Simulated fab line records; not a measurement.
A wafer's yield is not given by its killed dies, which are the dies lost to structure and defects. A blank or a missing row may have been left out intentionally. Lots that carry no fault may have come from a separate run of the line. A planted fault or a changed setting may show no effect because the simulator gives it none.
Which tool is to blame? || flow rit_cmos || Sampling: 15 lots, 45 wafers, 5 of 202 route steps

== WHAT EACH GAUGE READ, for each wafer ==
RIT_GATE_OVL_MEAS_17. Usual: GATE_OVL -1.6 nm, standard deviation 1.4.
{"lot": "L152", "measured": "day 2 23:10", "on": "overlay-01", "GATE_OVL (nm)": "-1.5 -1.3 -2.6", "flag": ""}
{"lot": "L153", "measured": "day 3 04:05", "on": "overlay-01", "GATE_OVL (nm)": "-1.4 0.6 -2.5", "flag": ""}
{"lot": "L154", "measured": "day 3 21:11", "on": "overlay-01", "GATE_OVL (nm)": "-2.4 -0.3 -0.6", "flag": ""}
{"lot": "L155", "measured": "day 4 05:37", "on": "overlay-01", "GATE_OVL (nm)": "-3.6 -2.2 -2.3", "flag": ""}
{"lot": "L156", "measured": "day 4 05:52", "on": "overlay-02", "GATE_OVL (nm)": "-1.4 -0.2 -1.3", "flag": ""}
{"lot": "L157", "measured": "day 4 09:15", "on": "overlay-02", "GATE_OVL (nm)": "-3.1 -1.9 -1.4", "flag": ""}
{"lot": "L158", "measured": "day 4 12:17", "on": "overlay-02", "GATE_OVL (nm)": "-4.7 -0.8 -2.8", "flag": ""}
{"lot": "L159", "measured": "day 5 04:28", "on": "overlay-01", "GATE_OVL (nm)": "-2.3 -0.5 -1.7", "flag": ""}
{"lot": "L160", "measured": "day 5 04:43", "on": "overlay-02", "GATE_OVL (nm)": "-0.3 -1.3 -1.4", "flag": ""}
{"lot": "L163", "measured": "day 5 15:07", "on": "overlay-01", "GATE_OVL (nm)": "-2.8 -2.2 -3.1", "flag": ""}
{"lot": "L169", "measured": "day 6 10:59", "on": "overlay-02", "GATE_OVL (nm)": "0.0 0.0 -0.1", "flag": ""}
{"lot": "L168", "measured": "day 6 11:11", "on": "overlay-02", "GATE_OVL (nm)": "-0.5 -1.6 -1.9", "flag": ""}
{"lot": "L171", "measured": "day 6 14:52", "on": "overlay-02", "GATE_OVL (nm)": "-3.1 -4.0 -3.3", "flag": ""}
{"lot": "L172", "measured": "day 7 00:00", "on": "overlay-01", "GATE_OVL (nm)": "1.6 -0.2 -0.7", "flag": ""}
{"lot": "L175", "measured": "day 7 13:52", "on": "overlay-01", "GATE_OVL (nm)": "-2.2 -3.0 -3.3", "flag": ""}

RIT_SDANNEAL_RS_MEAS_04: the measuring method here is four-point-probe. Usual: PSD_RS 115.79 ohm/sq, standard deviation 0.26.
{"lot": "L152", "measured": "day 3 12:58", "on": "film_metro-02", "PSD_RS (ohm/sq)": "115.86 115.69 115.60", "flag": ""}
{"lot": "L153", "measured": "day 4 01:56", "on": "film_metro-02", "PSD_RS (ohm/sq)": "115.96 116.02 115.98", "flag": ""}
{"lot": "L154", "measured": "day 4 14:50", "on": "film_metro-03", "PSD_RS (ohm/sq)": "115.74 115.50 115.66", "flag": ""}
{"lot": "L155", "measured": "day 4 18:35", "on": "film_metro-03", "PSD_RS (ohm/sq)": "115.67 115.64 115.59", "flag": ""}
{"lot": "L156", "measured": "day 4 21:05", "on": "film_metro-03", "PSD_RS (ohm/sq)": "115.90 115.97 116.07", "flag": ""}
{"lot": "L157", "measured": "day 5 03:19", "on": "film_metro-03", "PSD_RS (ohm/sq)": "115.74 115.88 115.89", "flag": ""}
{"lot": "L158", "measured": "day 5 03:41", "on": "film_metro-01", "PSD_RS (ohm/sq)": "115.37 115.16 115.61", "flag": ""}
{"lot": "L159", "measured": "day 5 22:09", "on": "film_metro-03", "PSD_RS (ohm/sq)": "115.66 115.37 115.61", "flag": ""}
{"lot": "L160", "measured": "day 5 22:18", "on": "film_metro-02", "PSD_RS (ohm/sq)": "115.88 116.00 115.96", "flag": ""}
{"lot": "L163", "measured": "day 6 06:58", "on": "film_metro-03", "PSD_RS (ohm/sq)": "115.66 116.01 115.73", "flag": ""}
{"lot": "L169", "measured": "day 7 00:46", "on": "film_metro-01", "PSD_RS (ohm/sq)": "127.58 127.63 127.67", "flag": "OFF"}
{"lot": "L168", "measured": "day 7 01:05", "on": "film_metro-02", "PSD_RS (ohm/sq)": "115.96 115.58 115.43", "flag": ""}
{"lot": "L171", "measured": "day 7 05:02", "on": "film_metro-03", "PSD_RS (ohm/sq)": "128.18 128.02 128.19", "flag": "OFF"}
{"lot": "L172", "measured": "day 7 12:50", "on": "film_metro-03", "PSD_RS (ohm/sq)": "128.50 128.13 128.09", "flag": "OFF"}
{"lot": "L175", "measured": "day 8 02:29", "on": "film_metro-01", "PSD_RS (ohm/sq)": "115.53 115.55 115.32", "flag": ""}

RIT_SDANNEAL_RS_MEAS_06: the measuring method here is four-point-probe. Usual: PLDD_RS 178.5 ohm/sq, standard deviation 0.44.
{"lot": "L152", "measured": "day 3 13:12", "on": "film_metro-02", "PLDD_RS (ohm/sq)": "178.8 178.4 178.2", "flag": ""}
{"lot": "L153", "measured": "day 4 02:11", "on": "film_metro-02", "PLDD_RS (ohm/sq)": "178.5 178.5 178.4", "flag": ""}
{"lot": "L154", "measured": "day 4 15:05", "on": "film_metro-03", "PLDD_RS (ohm/sq)": "177.9 178.1 177.7", "flag": ""}
{"lot": "L155", "measured": "day 4 18:49", "on": "film_metro-03", "PLDD_RS (ohm/sq)": "178.3 177.9 178.3", "flag": ""}
{"lot": "L156", "measured": "day 4 21:20", "on": "film_metro-03", "PLDD_RS (ohm/sq)": "178.4 178.0 178.2", "flag": ""}
{"lot": "L157", "measured": "day 5 03:34", "on": "film_metro-03", "PLDD_RS (ohm/sq)": "178.9 179.5 178.9", "flag": ""}
{"lot": "L158", "measured": "day 5 03:56", "on": "film_metro-01", "PLDD_RS (ohm/sq)": "178.9 178.6 178.3", "flag": ""}
{"lot": "L159", "measured": "day 5 22:23", "on": "film_metro-03", "PLDD_RS (ohm/sq)": "178.0 178.3 178.3", "flag": ""}
{"lot": "L160", "measured": "day 5 22:32", "on": "film_metro-02", "PLDD_RS (ohm/sq)": "178.7 178.7 178.6", "flag": ""}
{"lot": "L163", "measured": "day 6 07:12", "on": "film_metro-03", "PLDD_RS (ohm/sq)": "178.0 178.9 178.7", "flag": ""}
{"lot": "L169", "measured": "day 7 01:00", "on": "film_metro-01", "PLDD_RS (ohm/sq)": "190.3 190.7 190.7", "flag": "OFF"}
{"lot": "L168", "measured": "day 7 01:19", "on": "film_metro-02", "PLDD_RS (ohm/sq)": "178.3 178.5 178.4", "flag": ""}
{"lot": "L171", "measured": "day 7 05:16", "on": "film_metro-03", "PLDD_RS (ohm/sq)": "191.5 191.5 191.3", "flag": "OFF"}
{"lot": "L172", "measured": "day 7 13:05", "on": "film_metro-03", "PLDD_RS (ohm/sq)": "191.0 190.7 191.0", "flag": "OFF"}
{"lot": "L175", "measured": "day 8 02:44", "on": "film_metro-01", "PLDD_RS (ohm/sq)": "178.7 178.5 178.3", "flag": ""}

== TOOL THAT RAN EACH LOT (tool first, then ch and the chambers of the sampled wafers, then the start) ==
{"lot": "L152", "RIT_PLDD_STRIP_09": "plasma_asher-04 ch 0,1, day 3 06:47", "RIT_SDANNEAL_RTA_03": "rtp_anneal-02 ch 0, day 3 12:53"}
{"lot": "L153", "RIT_PLDD_STRIP_09": "plasma_asher-02 ch 0, day 3 19:48", "RIT_SDANNEAL_RTA_03": "rtp_anneal-01 ch 0, day 4 01:52"}
{"lot": "L154", "RIT_PLDD_STRIP_09": "plasma_asher-04 ch 0,1, day 4 08:20", "RIT_SDANNEAL_RTA_03": "rtp_anneal-02 ch 0, day 4 14:45"}
{"lot": "L155", "RIT_PLDD_STRIP_09": "plasma_asher-03 ch 1, day 4 12:18", "RIT_SDANNEAL_RTA_03": "rtp_anneal-01 ch 0, day 4 18:32"}
{"lot": "L156", "RIT_PLDD_STRIP_09": "plasma_asher-04 ch 0,1, day 4 14:53", "RIT_SDANNEAL_RTA_03": "rtp_anneal-02 ch 0, day 4 21:02"}
{"lot": "L157", "RIT_PLDD_STRIP_09": "plasma_asher-02 ch 0,1, day 4 20:43", "RIT_SDANNEAL_RTA_03": "rtp_anneal-01 ch 0, day 5 03:14"}
{"lot": "L158", "RIT_PLDD_STRIP_09": "plasma_asher-04 ch 0,1, day 4 20:53", "RIT_SDANNEAL_RTA_03": "rtp_anneal-02 ch 0, day 5 03:33"}
{"lot": "L159", "RIT_PLDD_STRIP_09": "plasma_asher-04 ch 0,1, day 5 14:51", "RIT_SDANNEAL_RTA_03": "rtp_anneal-01 ch 0, day 5 22:05"}
{"lot": "L160", "RIT_PLDD_STRIP_09": "plasma_asher-02 ch 0,1, day 5 15:05", "RIT_SDANNEAL_RTA_03": "rtp_anneal-02 ch 0, day 5 22:14"}
{"lot": "L163", "RIT_PLDD_STRIP_09": "plasma_asher-03 ch 0,1, day 5 22:29", "RIT_SDANNEAL_RTA_03": "rtp_anneal-01 ch 0, day 6 06:53"}
{"lot": "L169", "RIT_PLDD_STRIP_09": "plasma_asher-02 ch 0,1, day 6 18:37", "RIT_SDANNEAL_RTA_03": "rtp_anneal-02 ch 0, day 7 00:42"}
{"lot": "L168", "RIT_PLDD_STRIP_09": "plasma_asher-03 ch 0, day 6 18:49", "RIT_SDANNEAL_RTA_03": "rtp_anneal-01 ch 0, day 7 01:01"}
{"lot": "L171", "RIT_PLDD_STRIP_09": "plasma_asher-02 ch 0,1, day 6 22:42", "RIT_SDANNEAL_RTA_03": "rtp_anneal-02 ch 0, day 7 04:58"}
{"lot": "L172", "RIT_PLDD_STRIP_09": "plasma_asher-03 ch 0,1, day 7 06:41", "RIT_SDANNEAL_RTA_03": "rtp_anneal-02 ch 0, day 7 12:47"}
{"lot": "L175", "RIT_PLDD_STRIP_09": "plasma_asher-04 ch 0,1, day 7 20:11", "RIT_SDANNEAL_RTA_03": "rtp_anneal-01 ch 0, day 8 02:26"}
- RIT_PLDD_STRIP_09: strips in O2, time 180 s.
- RIT_SDANNEAL_RTA_03: time 5 s.

== WHAT THE TOOLS THEMSELVES READ (means of the sampled wafers that have a number; where no wafer has one, the mark that the record gives instead) ==
RIT_PLDD_STRIP_09. Usual: drypump_motor_current_A at 5.5 A, with a standard deviation of 0.54.
{"lot": "L152", "tool": "plasma_asher-04", "drypump_motor_current_A (A)": 5.1, "flag": ""}
{"lot": "L153", "tool": "plasma_asher-02", "drypump_motor_current_A (A)": 5.7, "flag": ""}
{"lot": "L154", "tool": "plasma_asher-04", "drypump_motor_current_A (A)": 5.4, "flag": ""}
{"lot": "L155", "tool": "plasma_asher-03", "drypump_motor_current_A (A)": 4.7, "flag": ""}
{"lot": "L156", "tool": "plasma_asher-04", "drypump_motor_current_A (A)": 5.3, "flag": ""}
{"lot": "L157", "tool": "plasma_asher-02", "drypump_motor_current_A (A)": 6.2, "flag": ""}
{"lot": "L158", "tool": "plasma_asher-04", "drypump_motor_current_A (A)": 5.1, "flag": ""}
{"lot": "L159", "tool": "plasma_asher-04", "drypump_motor_current_A (A)": 5.4, "flag": ""}
{"lot": "L160", "tool": "plasma_asher-02", "drypump_motor_current_A (A)": 6.2, "flag": ""}
{"lot": "L163", "tool": "plasma_asher-03", "drypump_motor_current_A (A)": 5.0, "flag": ""}
{"lot": "L169", "tool": "plasma_asher-02", "drypump_motor_current_A (A)": 6.0, "flag": ""}
{"lot": "L168", "tool": "plasma_asher-03", "drypump_motor_current_A (A)": 5.7, "flag": ""}
{"lot": "L171", "tool": "plasma_asher-02", "drypump_motor_current_A (A)": 5.9, "flag": ""}
{"lot": "L172", "tool": "plasma_asher-03", "drypump_motor_current_A (A)": 5.0, "flag": ""}
{"lot": "L175", "tool": "plasma_asher-04", "drypump_motor_current_A (A)": 5.3, "flag": ""}

RIT_SDANNEAL_RTA_03. Usual: wafer_temp_C_max at 1053.6, with a standard deviation of 1.1.
{"lot": "L152", "tool": "rtp_anneal-02", "wafer_temp_C_max": 1053.7, "flag": ""}
{"lot": "L153", "tool": "rtp_anneal-01", "wafer_temp_C_max": 1053.4, "flag": ""}
{"lot": "L154", "tool": "rtp_anneal-02", "wafer_temp_C_max": 1053.3, "flag": ""}
{"lot": "L155", "tool": "rtp_anneal-01", "wafer_temp_C_max": 1054.5, "flag": ""}
{"lot": "L156", "tool": "rtp_anneal-02", "wafer_temp_C_max": 1054.2, "flag": ""}
{"lot": "L157", "tool": "rtp_anneal-01", "wafer_temp_C_max": 1053.8, "flag": ""}
{"lot": "L158", "tool": "rtp_anneal-02", "wafer_temp_C_max": 1054.1, "flag": ""}
{"lot": "L159", "tool": "rtp_anneal-01", "wafer_temp_C_max": 1053.5, "flag": ""}
{"lot": "L160", "tool": "rtp_anneal-02", "wafer_temp_C_max": 1053.7, "flag": ""}
{"lot": "L163", "tool": "rtp_anneal-01", "wafer_temp_C_max": 1052.8, "flag": ""}
{"lot": "L169", "tool": "rtp_anneal-02", "wafer_temp_C_max": 1054.3, "flag": ""}
{"lot": "L168", "tool": "rtp_anneal-01", "wafer_temp_C_max": 1054.2, "flag": ""}
{"lot": "L171", "tool": "rtp_anneal-02", "wafer_temp_C_max": 1054.1, "flag": ""}
{"lot": "L172", "tool": "rtp_anneal-02", "wafer_temp_C_max": 1053.4, "flag": ""}
{"lot": "L175", "tool": "rtp_anneal-01", "wafer_temp_C_max": 1053.2, "flag": ""}

== THE ANSWER, worked out from the rows above alone ==
Rule: take the mean of a lot's wafers that have a number; if it is more than 3 standard deviations from the usual mean, the lot is off. A lot without any number at a reading at which 4 lots or more have one is off too. The other lots that the step has rows for count as sound. First the gauges in route order, then the tools' own readings, where a lot's mean is used as printed above. The first step at which some lot is off is used, and at that step the reading that is off furthest; a lot without a number counts as furthest.
Off: L169, L171, L172, at RIT_SDANNEAL_RS_MEAS_04 (PSD_RS).
A tool fits if, at a process step before that reading, it ran every lot that is off, and no sound lot after the first of them. Gauges at RIT_SDANNEAL_RS_MEAS_04: tried the same way as those tools. One fits: RIT_SDANNEAL_RTA_03 on rtp_anneal-02. Its last sound lot is L160 (day 5 22:14), its first lot that is off L169 (day 7 00:42): a fault that began between those two fits.

== WHAT THE SIMULATOR PUT IN ==
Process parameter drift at RIT_SDANNEAL_RTA_03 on rtp_anneal-02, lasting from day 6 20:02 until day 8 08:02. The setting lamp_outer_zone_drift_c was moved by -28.
Shown lots that were struck: L169, L171, L172. The rule above reached the same finding.
